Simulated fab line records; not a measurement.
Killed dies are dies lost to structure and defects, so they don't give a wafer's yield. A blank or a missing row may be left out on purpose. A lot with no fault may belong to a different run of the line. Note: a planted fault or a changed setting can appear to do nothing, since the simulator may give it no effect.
Lot-split experiment ; flow ritCmos ; 5 lots, 23 wafers read, on a route of 202 steps

## THE SPLIT
At RIT_PWELL_IMPLANT_08, the setting energyKev was moved away from the recipe's 170 on 8 of the 23 wafers read, by -5.2% to +2.9%. All remaining wafers had this setting at the recipe value.

Reading taken at the split's own step.

## THE READING
In nm, at RIT_PWELL_IMPLANT_08: implant.drpNm, which is the simulator's own figure and was read by no gauge. There is no usual value for it anywhere in the file.

wafer;tool, chamber at the split;energyKev as run;against the recipe;implant.drpNm, nm;against lot-mates on the recipe
L075.1;implanter-04, 0;161.1;-5.2%;100.9;-2.0
L075.3;implanter-04, 0;161.1;-5.2%;100.9;-2.0
L075.5;implanter-04, 0;161.1;-5.2%;100.9;-2.0
L075.2;implanter-04, 0;170;recipe;102.9;-
L075.6;implanter-04, 0;170;recipe;102.9;-
L076.1;implanter-03, 0;170;recipe;102.9;-
L076.2;implanter-03, 0;170;recipe;102.9;-
L076.4;implanter-03, 0;170;recipe;102.9;-
L076.5;implanter-03, 0;175;+2.9%;103.7;+0.8
L076.6;implanter-03, 0;175;+2.9%;103.7;+0.8
L081.1;implanter-04, 0;161.8;-4.8%;101.1;-1.8
L081.4;implanter-04, 0;161.8;-4.8%;101.1;-1.8
L081.6;implanter-04, 0;161.8;-4.8%;101.1;-1.8
L081.2;implanter-04, 0;170;recipe;102.9;-
L081.3;implanter-04, 0;170;recipe;102.9;-
L082.2;implanter-01, 0;170;recipe;102.9;-
L082.4;implanter-01, 0;170;recipe;102.9;-
L082.5;implanter-01, 0;170;recipe;102.9;-
L085.2;implanter-04, 0;170;recipe;102.9;-
L085.3;implanter-04, 0;170;recipe;102.9;-
L085.4;implanter-04, 0;170;recipe;102.9;-
L085.5;implanter-04, 0;170;recipe;102.9;-
L085.6;implanter-04, 0;170;recipe;102.9;-

THE FIT
A straight line over all 23 wafers: implant.drpNm changes by +0.361 nm for each +1% of energyKev; r = +1.00; the points scatter about the line by 0.081 nm.
The same after taking each lot's own level away (the mean of its wafers on the recipe; 23 wafers): +0.361 nm for each +1%; r = +1.00; scatter 0.081 nm.
The reading moves by 1.9 nm for the largest change in energyKev, on that fit.
The lots' own levels span 102.90 to 102.90 nm.
Hence the lot-to-lot level has little effect on the slope; both slopes agree.
Check: with one of the wafers moved furthest among these (-5.2%) left out of the fit, the line predicts -1.92 nm for it against its lot-mates. Against them it came out at -2 nm.

## THESE WAFERS: OTHER SPLITS
Note: prior to the reading, these wafers also went through further splits. Each is held against what the fit with the lots' levels taken away leaves over:
other split on the same wafers;wafers away from the commonest value;r with implant.drpNm (lot level and that fit taken away)
RIT_ACTIVE_CVD_03 sih2cl2FlowSccm;15;-0.19
RIT_ACTIVE_COAT_06 spinRpm;4;-0.26
RIT_ACTIVE_HARDBAKE_12 tempC;12;+0.32
RIT_NWELL_IMPLANT_08 doseCm2;11;-0.02

## THE WHOLE CHAIN: every reading that the file lists as answering this split, in the file's order
step;what it does;reading;change (the file's fit);r (the file's)
RIT_PWELL_IMPLANT_08;;implant.rpNm (the simulator's own value, which no gauge read);+3.61 nm for each +1% of the setting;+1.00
RIT_PWELL_IMPLANT_08;;implant.drpNm (the simulator's own value, which no gauge read);+0.364 nm for each +1% of the setting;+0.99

## THE FILE'S OWN FIT
implant.drpNm changes by +0.364 nm for each +1% of energyKev, r = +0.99.
